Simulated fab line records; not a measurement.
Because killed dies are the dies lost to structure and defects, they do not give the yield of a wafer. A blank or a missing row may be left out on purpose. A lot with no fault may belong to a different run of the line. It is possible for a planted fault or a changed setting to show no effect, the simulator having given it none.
fab line records + flow rit-cmos + part 2 of 2: steps 31 to 42 of 42
record:
- lots: 5
- wafers: 15
- last-day: 6
route steps=202 shown NSD@158 PLDD@159 NLDD@160 SILICIDE@161 CONTACT@168 M1@184
lots that met no fault: from a run of the same line without faults
start-h: hours from the record's first day to the start of the lot's first wafer shown + wait-h: hours from the lot's prior step to this one + " same as the row above + L1.1+2: one row covering several wafers at once + - value missing, or start not given + * or withheld: withheld + < > ~ a bound
route shown NAME@n: NAME is a module with steps in the file, n the number in the route of the first one + usual: mean/standard deviation taken from wafers without a fault + same: alike in all rows + chamber/n: place in a boat + sites: per-site readings + _std_site: the standard deviation of these + _edge_site: outer sites' mean less inner sites' + radius-mm: how far each site lies from the wafer's centre + mask NAME#n: copy n + behind: the tool/chamber that last shaped the wafer + hold: why the lot went on hold/how many hours it stayed there/how the hold came to an end + device: whichever transistor did not switch (one of n, p or np) + end of line: tests run on the same wafers once the route is complete + for a step that has no rows: nothing shown but its recipe + killed: dies lost to structure and defects at the first sort, not the wafer's yield + map: the dies of a wafer, with x for killed, . for not killed, _ for no die there
set.NAME: the run value of the setting; set.NAME@STEP: its run value at that earlier step + model.NAME: the simulator's own value behind a step, which no gauge read
certain route steps with their lots: each step a table, each wafer a row
services: a tool's chamber out of use, with start hour (start-h, from the record's first day; less than 0 if before it), hours out, and reason
== steps ==
step: RIT_M1_COAT_04
recipe:
- resist: NOVOLAK
- spin-rpm: 2000
- resist-thk-nm: 1300
usual:
- dispense-pressure-kPa: 51.8/1.4
| lot.wafer | tool           | chamber | start-h | wait-h | dispense-pressure-kPa |
|-----------|----------------|---------|---------|--------|-----------------------|
| L076.2    | litho-track-01 | 0       | 66.10   | 0.1    | 51.4                  |
| L076.3    | "              | 0       | "       | "      | 51.4                  |
| L076.5    | "              | 0       | "       | "      | 51.4                  |
| L080.2    | litho-track-02 | 0       | 87.40   | 0.1    | 50.8                  |
| L080.4    | "              | 0       | "       | "      | 50.8                  |
| L080.5    | "              | 0       | "       | "      | 50.9                  |
| L086.1    | litho-track-02 | 0       | 117.62  | 0.1    | 50.9                  |
| L086.3    | "              | 0       | "       | "      | 50.9                  |
| L086.4    | "              | 0       | "       | "      | 50.8                  |
| L087.1    | litho-track-01 | 0       | 124.87  | 0.1    | 51.4                  |
| L087.4    | "              | 0       | "       | "      | 51.4                  |
| L087.6    | "              | 0       | "       | "      | 51.4                  |
| L090.2    | litho-track-02 | 0       | 138.60  | 0.1    | 50.8                  |
| L090.3    | "              | 0       | "       | "      | 50.8                  |
| L090.4    | "              | 0       | "       | "      | 50.8                  |
step: RIT_M1_SOFTBAKE_05
recipe:
- resist: NOVOLAK
- temp-c: 90
- time-s: 60
| lot.wafer  | tool           | chamber | start-h | wait-h |
|------------|----------------|---------|---------|--------|
| L076.2+3+5 | litho-track-01 | 0       | 66.25   | 0.1    |
| L080.2+4+5 | litho-track-02 | 0       | 87.55   | 0.1    |
| L086.1+3+4 | litho-track-02 | 0       | 117.77  | 0.1    |
| L087.1+4+6 | litho-track-01 | 0       | 125.02  | 0.1    |
| L090.2+3+4 | litho-track-02 | 0       | 138.75  | 0.1    |
step: RIT_M1_EXPOSE_06
recipe:
- mask-id: M12
- na: 0.6
- source-shape: conventional
- sigma-outer: 0.5
- target-cd-nm: 2600
- dose-mj: 250
| lot.wafer  | tool             | chamber | start-h | wait-h | mask  |
|------------|------------------|---------|---------|--------|-------|
| L076.2+3+5 | iline-stepper-02 | 0       | 66.39   | 0.1    | M12#0 |
| L080.2+4+5 | iline-stepper-02 | 0       | 88.68   | 1.1    | M12#0 |
| L086.1+3+4 | iline-stepper-02 | 0       | 117.92  | 0.1    | M12#0 |
| L087.1+4+6 | iline-stepper-02 | 0       | 125.17  | 0.1    | M12#0 |
| L090.2+3+4 | iline-stepper-01 | 0       | 139.03  | 0.3    | M12#0 |
step: RIT_M1_PEB_07
recipe:
- resist: NOVOLAK
- temp-c: withheld
- time-s: withheld
| lot.wafer  | tool           | chamber | start-h | wait-h |
|------------|----------------|---------|---------|--------|
| L076.2+3+5 | litho-track-03 | 0       | 66.51   | 0.1    |
| L080.2+4+5 | litho-track-03 | 0       | 88.80   | 0.1    |
| L086.1+3+4 | litho-track-02 | 0       | 118.04  | 0.1    |
| L087.1+4+6 | litho-track-01 | 0       | 125.29  | 0.1    |
| L090.2+3+4 | litho-track-02 | 0       | 139.15  | 0.1    |
step: RIT_M1_DEVELOP_08
recipe:
- resist: NOVOLAK
- develop-time-s: 68
- dev-temp-c: 23
| lot.wafer  | tool           | chamber | start-h | wait-h |
|------------|----------------|---------|---------|--------|
| L076.2+3+5 | litho-track-03 | 0       | -       | -      |
| L080.2+4+5 | litho-track-03 | 0       | -       | -      |
| L086.1+3+4 | litho-track-02 | 0       | -       | -      |
| L087.1+4+6 | litho-track-01 | 0       | -       | -      |
| L090.2+3+4 | litho-track-02 | 0       | -       | -      |
step: RIT_M1_CD_MEAS_09
recipe:
- target-cd-nm: 2600
usual:
- cd-nm: 2600.0/2.5
| lot.wafer | tool      | chamber | start-h | wait-h | cd-nm  |
|-----------|-----------|---------|---------|--------|--------|
| L076.2    | cd-sem-01 | -       | 66.82   | -      | 2596.3 |
| L076.3    | "         | -       | "       | "      | 2596.9 |
| L076.5    | "         | -       | "       | "      | 2596.3 |
| L080.2    | cd-sem-02 | -       | 89.11   | -      | 2593.4 |
| L080.4    | "         | -       | "       | "      | 2596.5 |
| L080.5    | "         | -       | "       | "      | 2596.1 |
| L086.1    | cd-sem-02 | -       | 118.35  | -      | 2603.1 |
| L086.3    | "         | -       | "       | "      | 2601.8 |
| L086.4    | "         | -       | "       | "      | 2605.7 |
| L087.1    | cd-sem-02 | -       | 125.60  | -      | 2602.2 |
| L087.4    | "         | -       | "       | "      | 2602.9 |
| L087.6    | "         | -       | "       | "      | 2603.3 |
| L090.2    | cd-sem-02 | -       | 139.46  | -      | 2599.1 |
| L090.3    | "         | -       | "       | "      | 2601.4 |
| L090.4    | "         | -       | "       | "      | 2600.7 |
step: RIT_M1_OVL_MEAS_10
usual:
- M1_OVL: -0.6/1.2
| lot.wafer | tool       | chamber | start-h | wait-h | M1_OVL[nm] |
|-----------|------------|---------|---------|--------|------------|
| L076.2    | overlay-02 | -       | 66.93   | 0.1    | -2.6       |
| L076.3    | "          | -       | "       | "      | -3.2       |
| L076.5    | "          | -       | "       | "      | -2.9       |
| L080.2    | overlay-02 | -       | 89.21   | 0.1    | -1.2       |
| L080.4    | "          | -       | "       | "      | 0.3        |
| L080.5    | "          | -       | "       | "      | -1.0       |
| L086.1    | overlay-01 | -       | 118.47  | 0.1    | -0.1       |
| L086.3    | "          | -       | "       | "      | 0.0        |
| L086.4    | "          | -       | "       | "      | 0.0        |
| L087.1    | overlay-02 | -       | 125.72  | 0.1    | -0.6       |
| L087.4    | "          | -       | "       | "      | 0.7        |
| L087.6    | "          | -       | "       | "      | -0.2       |
| L090.2    | overlay-01 | -       | 139.57  | 0.1    | -2.3       |
| L090.3    | "          | -       | "       | "      | -2.5       |
| L090.4    | "          | -       | "       | "      | -1.3       |
step: RIT_M1_HARDBAKE_11
recipe:
- resist: NOVOLAK
- temp-c: 140
- time-s: 120
| lot.wafer  | tool           | chamber | start-h | wait-h |
|------------|----------------|---------|---------|--------|
| L076.2+3+5 | litho-track-01 | 0       | 67.00   | 0.1    |
| L080.2+4+5 | litho-track-02 | 0       | 89.33   | 0.1    |
| L086.1+3+4 | litho-track-02 | 0       | 118.51  | 0.0    |
| L087.1+4+6 | litho-track-02 | 0       | 125.76  | 0.0    |
| L090.2+3+4 | litho-track-01 | 0       | 139.64  | 0.1    |
step: RIT_M1_METAL_ETCH_12
recipe:
- stop-on: SiO2
- chemistry: Cl2/BCl3
- target: Al
- time-s: 171.1
- over-etch-frac: 0.5
- pressure-mtorr: 100
- target-depth-a: 6000
- rf-w: 250
- Cl2_flow_sccm: 60
- bcl3-flow-sccm: 50
usual:
- drypump-motor-current-A: 5.7/0.55
- oes-product-au: 0.767/0.01
- throttle-valve-pct: 8.22/0.15
| lot.wafer | tool         | chamber | start-h | wait-h | drypump-motor-current-A | oes-product-au | rf-hours-counter-h | throttle-valve-pct |
|-----------|--------------|---------|---------|--------|-------------------------|----------------|--------------------|--------------------|
| L076.2    | rie-metal-03 | 1       | 67.21   | 0.2    | 6.7                     | 0.765          | 1                  | 8.45               |
| L076.3    | "            | 0       | "       | "      | 5.7                     | 0.768          | -                  | 8.08               |
| L076.5    | "            | 1       | "       | "      | 6.8                     | 0.773          | -                  | 8.44               |
| L080.2    | rie-metal-04 | 1       | 89.54   | 0.2    | 5.1                     | 0.766          | 4                  | 8.09               |
| L080.4    | "            | 1       | "       | "      | 5.0                     | 0.771          | -                  | 8.10               |
| L080.5    | "            | 0       | "       | "      | 5.6                     | 0.767          | -                  | 8.12               |
| L086.1    | rie-metal-03 | 1       | 118.76  | 0.2    | 6.8                     | 0.763          | 1                  | 8.43               |
| L086.3    | "            | 0       | "       | "      | 5.7                     | 0.768          | -                  | 8.07               |
| L086.4    | "            | 1       | "       | "      | 6.8                     | 0.775          | -                  | 8.45               |
| L087.1    | rie-metal-02 | 0       | 126.01  | 0.2    | 5.2                     | 0.781          | 38                 | 8.26               |
| L087.4    | "            | 1       | "       | "      | 5.9                     | 0.749          | -                  | 8.41               |
| L087.6    | "            | 1       | "       | "      | 5.9                     | 0.751          | -                  | 8.42               |
| L090.2    | rie-metal-03 | 1       | 139.85  | 0.2    | 6.7                     | 0.774          | 2                  | 8.46               |
| L090.3    | "            | 1       | "       | "      | 6.8                     | 0.771          | -                  | 8.45               |
| L090.4    | "            | 0       | "       | "      | 5.7                     | 0.755          | -                  | 8.08               |
step: RIT_M1_STRIP_13
recipe:
- chemistry: nmp
- resist: NOVOLAK
- temp-c: 80
- time-s: 600
- dry: n2-spin
| lot.wafer  | tool         | chamber | start-h | wait-h |
|------------|--------------|---------|---------|--------|
| L076.2+3+5 | wet-bench-04 | 3       | 67.37   | 0.1    |
| L080.2+4+5 | wet-bench-04 | 2       | 89.70   | 0.1    |
| L086.1+3+4 | wet-bench-02 | 0       | 118.92  | 0.1    |
| L087.1+4+6 | wet-bench-03 | 1       | 126.17  | 0.1    |
| L090.2+3+4 | wet-bench-04 | 1       | 140.01  | 0.1    |
step: RIT_M1_STRIP_14
recipe:
- chemistry: O2
- time-s: 180
- platen-temp-c: withheld
- power-w: 500
- pressure-mtorr: 4000
- o2-flow-sccm: 4000
usual:
- drypump-motor-current-A: 5.8/0.48
| lot.wafer | tool            | chamber | start-h | wait-h | drypump-motor-current-A | rf-hours-counter-h |
|-----------|-----------------|---------|---------|--------|-------------------------|--------------------|
| L076.2    | plasma-asher-03 | 1       | 67.55   | 0.0    | 5.8                     | 26                 |
| L076.3    | "               | 0       | "       | "      | 6.3                     | -                  |
| L076.5    | "               | 0       | "       | "      | 6.3                     | -                  |
| L080.2    | plasma-asher-03 | 1       | 89.88   | 0.0    | 5.8                     | 29                 |
| L080.4    | "               | 0       | "       | "      | 6.3                     | -                  |
| L080.5    | "               | 0       | "       | "      | 6.3                     | -                  |
| L086.1    | plasma-asher-01 | 1       | 119.11  | 0.0    | 5.0                     | 0                  |
| L086.3    | "               | 0       | "       | "      | 4.9                     | -                  |
| L086.4    | "               | 1       | "       | "      | 5.0                     | -                  |
| L087.1    | plasma-asher-03 | 1       | 126.35  | 0.0    | 5.8                     | 32                 |
| L087.4    | "               | 1       | "       | "      | 5.8                     | -                  |
| L087.6    | "               | 0       | "       | "      | 6.3                     | -                  |
| L090.2    | plasma-asher-02 | 0       | 140.18  | 0.0    | 6.3                     | 52                 |
| L090.3    | "               | 0       | "       | "      | 6.3                     | -                  |
| L090.4    | "               | 1       | "       | "      | 5.5                     | -                  |
step: RIT_M1_CD_MEAS_90
recipe:
- target-cd-nm: 2600
usual:
- cd-nm: 2599/3.3
| lot.wafer | tool      | chamber | start-h | wait-h | cd-nm |
|-----------|-----------|---------|---------|--------|-------|
| L076.2    | cd-sem-02 | -       | 67.74   | 0.1    | 2593  |
| L076.3    | "         | -       | "       | "      | 2596  |
| L076.5    | "         | -       | "       | "      | 2595  |
| L080.2    | cd-sem-01 | -       | 90.07   | 0.1    | 2589  |
| L080.4    | "         | -       | "       | "      | 2592  |
| L080.5    | "         | -       | "       | "      | 2594  |
| L086.1    | cd-sem-02 | -       | 119.29  | 0.1    | 2604  |
| L086.3    | "         | -       | "       | "      | 2602  |
| L086.4    | "         | -       | "       | "      | 2606  |
| L087.1    | cd-sem-02 | -       | 126.52  | 0.1    | 2602  |
| L087.4    | "         | -       | "       | "      | 2603  |
| L087.6    | "         | -       | "       | "      | 2603  |
| L090.2    | cd-sem-02 | -       | 140.38  | 0.1    | 2598  |
| L090.3    | "         | -       | "       | "      | 2601  |
| L090.4    | "         | -       | "       | "      | 2598  |
== services ==
| tool             | chamber | start-h | hours | kind   |
|------------------|---------|---------|-------|--------|
| iline-stepper-02 | -       | 38.69   | 1.7   | pm     |
| plasma-asher-01  | -       | 40.16   | 3.9   | repair |
| pvd-sputter-02   | -       | 49.62   | 2.4   | repair |
| rie-metal-03     | -       | 50.10   | 0.3   | repair |
| plasma-asher-02  | -       | 52.80   | 3.8   | repair |
| rie-diel-02      | -       | 55.07   | 14.6  | pm     |
| pvd-sputter-01   | -       | 73.08   | 10.8  | repair |
| iline-stepper-01 | -       | 75.68   | 17.6  | repair |
| pecvd-02         | -       | 76.38   | 1.7   | repair |
| pvd-sputter-01   | -       | 77.26   | 5.2   | repair |
| pecvd-02         | -       | 79.45   | 6.0   | pm     |
| rie-diel-03      | -       | 82.43   | 2.8   | pm     |
| wet-bench-02     | -       | 85.43   | 2.3   | repair |
| iline-stepper-02 | -       | 87.65   | 1.0   | repair |
| wet-bench-03     | -       | 90.23   | 1.8   | repair |
| pvd-sputter-01   | -       | 98.21   | 4.1   | repair |
| iline-stepper-01 | -       | 99.59   | 12.5  | repair |
| plasma-asher-03  | -       | 101.48  | 7.2   | repair |
| pvd-sputter-03   | -       | 102.54  | 0.7   | repair |
| pecvd-03         | 2       | 103.26  | 7.2   | repair |
| rie-diel-03      | -       | 106.56  | 2.4   | repair |
| rie-diel-02      | 0       | 107.41  | 2.8   | repair |
| iline-stepper-02 | -       | 126.92  | 3.2   | repair |
| iline-stepper-02 | -       | 135.21  | 9.5   | repair |
